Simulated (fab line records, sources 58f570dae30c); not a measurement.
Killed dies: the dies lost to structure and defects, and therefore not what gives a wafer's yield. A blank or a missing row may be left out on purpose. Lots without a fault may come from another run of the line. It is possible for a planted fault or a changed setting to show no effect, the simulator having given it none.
Matching of chambers    flow berkeleyCmos170    UCB170_V1_CMP_02 on cmp-01: 4 sister chambers
The step polishes SiO2. 4 wafers are shown with their chamber, then 8 later ones without.

WAFERS, EACH WITH ITS CHAMBER
wafer   chamber  motorCurrentA (A)
L744.4  1        17.7
L745.5  0        14.8
L745.6  3        17.2
L742.1  2        17.2

WAFERS WITH NO CHAMBER GIVEN
wafer   motorCurrentA (A)
L742.2  15.4
L742.5  17.3
L751.2  17.6
L751.3  17.7
L751.5  14.4
L750.3  16.3
L750.4  17.8
L750.6  14.1

WHICH CHAMBER EACH ONE RAN IN
wafer   from the rows above                in truth
L742.2  0                                  0
L742.5  can't be placed: 2 or 3 or 1       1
L751.2  can't be placed: 1 or 2 or 3       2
L751.3  can't be placed: 1 or 2 or 3       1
L751.5  0                                  0
L750.3  can't be placed: 2 or 3 or 1 or 0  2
L750.4  can't be placed: 1 or 2 or 3       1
L750.6  0                                  0
Placed correctly: 3 of 8. From these rows, 5 cannot be placed; in 5 the true chamber is one of the candidates. 0 placed wrongly.
How it was worked out, from the rows above alone: a wafer's distance from a chamber is the root of the sum, over the readings, of the square of ((its reading less the chamber's mean) divided by the reading's scatter). The wafer belongs to the nearest chamber; if the next one is less than 2 further off, it can't be placed. For every chamber, the mean is computed from those of its wafers that are shown. The scatter: with one shown wafer a chamber, the root of the mean of the squares of how far each hidden wafer lies from its nearest shown one.
